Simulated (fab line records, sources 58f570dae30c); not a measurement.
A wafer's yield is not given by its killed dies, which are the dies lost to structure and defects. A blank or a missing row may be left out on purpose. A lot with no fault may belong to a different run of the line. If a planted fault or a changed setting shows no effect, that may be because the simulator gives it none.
The same fault as seen by 2 desks / flow berkeleyCmos170 / each desk has only its own numbers; what lay behind them comes last

AT THE TOOL OWNER'S DESK: rtpAnneal-01
At UCB170_SDANNEAL_RTA_01 (time 5 s), the tool's own readings, given per lot that ran on this tool as the mean of the sampled wafers with a number. A lot is out of limits, marked OUT, if its mean lies more than 4 standard deviations from the usual mean; the brackets give that distance.
Columns: A = annealTempCMax at UCB170_SDANNEAL_RTA_01, usual 1054.4; B = lampPowerPct at UCB170_SDANNEAL_RTA_01, usual 38.0 %; C = wafer_temp_C_max at UCB170_SDANNEAL_RTA_01, usual 1054.8
lot=L426; first seen here=day 6 17:35; A=1054.4; B=36.8; C=1056.4
lot=L427; first seen here=day 6 20:09; A=1055.4; B=36.9; C=1056.0
lot=L431; first seen here=day 7 08:05; A=1055.3; B=36.8; C=1055.4
lot=L432; first seen here=day 7 20:52; A=1055.5; B=36.9; C=1055.9
lot=L435; first seen here=day 8 15:20; A=1054.0; B=36.8; C=1058.7
lot=L437; first seen here=day 9 02:20; A=1054.5; B=36.8; C=1057.0
lot=L441; first seen here=day 9 19:16; A=1054.1; B=35.3; C=1056.7
lot=L440; first seen here=day 9 19:54; A=1055.5; B=35.3; C=1056.9
Result from this desk: across the 8 lots, nothing is out of limits.

METROLOGY DESK
What the gauges read for every lot (on any tool): the sampled wafers with a number, averaged. A lot is out of limits, marked OUT, if its mean lies more than 4 standard deviations from the usual mean; the brackets give that distance.
Columns: A = PSD_RS at UCB170_SDANNEAL_RS_MEAS_02, usual 75.5 ohm/sq; B = NSD_RS at UCB170_SDANNEAL_RS_MEAS_03, usual 37.26 ohm/sq; C = PLDD_RS at UCB170_SDANNEAL_RS_MEAS_04, usual 1030.0 ohm/sq; D = V2_BOW at UCB170_V2_BOW_MEAS_03, usual 38 um; E = M3_AL_RS at UCB170_M3_RS_MEAS_02, usual 0.0321 ohm/sq
lot=L426; first seen here=day 6 17:40; A=75.2; B=37.24; C=1030.8; D=32; E=0.0322
lot=L425; first seen here=day 6 18:02; A=75.7; B=37.16; C=1028.8; D=36; E=0.0326
lot=L427; first seen here=day 6 20:13; A=75.3; B=37.31; C=1030.0; D=34; E=0.0319
lot=L428; first seen here=day 6 20:58; A=76.2; B=37.34; C=1027.8; D=35; E=0.0322
lot=L429; first seen here=day 7 07:57; A=75.1; B=37.21; C=1028.6; D=34; E=0.0321
lot=L431; first seen here=day 7 08:09; A=75.5; B=37.35; C=1029.7; D=49; E=0.0322
lot=L432; first seen here=day 7 20:55; A=75.3; B=37.19; C=1029.2; D=39; E=0.0319
lot=L435; first seen here=day 8 15:23; A=75.7; B=37.20; C=1029.2; D=47; E=0.0329
lot=L437; first seen here=day 9 02:24; A=75.8; B=37.35; C=1028.7; D=29; E=0.0318
lot=L441; first seen here=day 9 19:20; A=84.0 (+27) OUT; B=38.55 (+15) OUT; C=1043.4 (+5.6) OUT; D=36; E=0.0320
lot=L440; first seen here=day 9 19:58; A=84.1 (+28) OUT; B=38.40 (+13) OUT; C=1042.1 (+5.1) OUT; D=43; E=0.0320
lot=L445; first seen here=day 10 19:14; A=75.4; B=37.28; C=1026.4; D=33; E=0.0317
lot=L447; first seen here=day 10 23:10; A=74.8; B=37.28; C=1029.7; D=31; E=0.0322
lot=L448; first seen here=day 11 15:32; A=75.5; B=37.30; C=1031.2; D=32; E=0.0316
This desk's result: L440, L441 out of limits, first on L441 (PSD_RS at UCB170_SDANNEAL_RS_MEAS_02), day 9 19:20. Within limits: L426, L425, L427, L428, L429, L431, L432, L435, L437, L445, L447, L448.

ALL TOGETHER
Metrology desk: alarm possible at day 9 19:20 on L440, L441.
The desk of the tool owner found nothing out of limits.
On record at the tool owner's desk: L440, L441, within its limits.
The lots listed all ran UCB170_SDANNEAL_RTA_01 on rtpAnneal-01.

WHAT WAS PUT IN BY THE SIMULATOR
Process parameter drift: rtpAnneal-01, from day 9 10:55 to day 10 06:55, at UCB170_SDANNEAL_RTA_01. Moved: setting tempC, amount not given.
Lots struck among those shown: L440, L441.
Delay in hours, fault start to first out-of-limits reading, per desk: metrology desk 8.
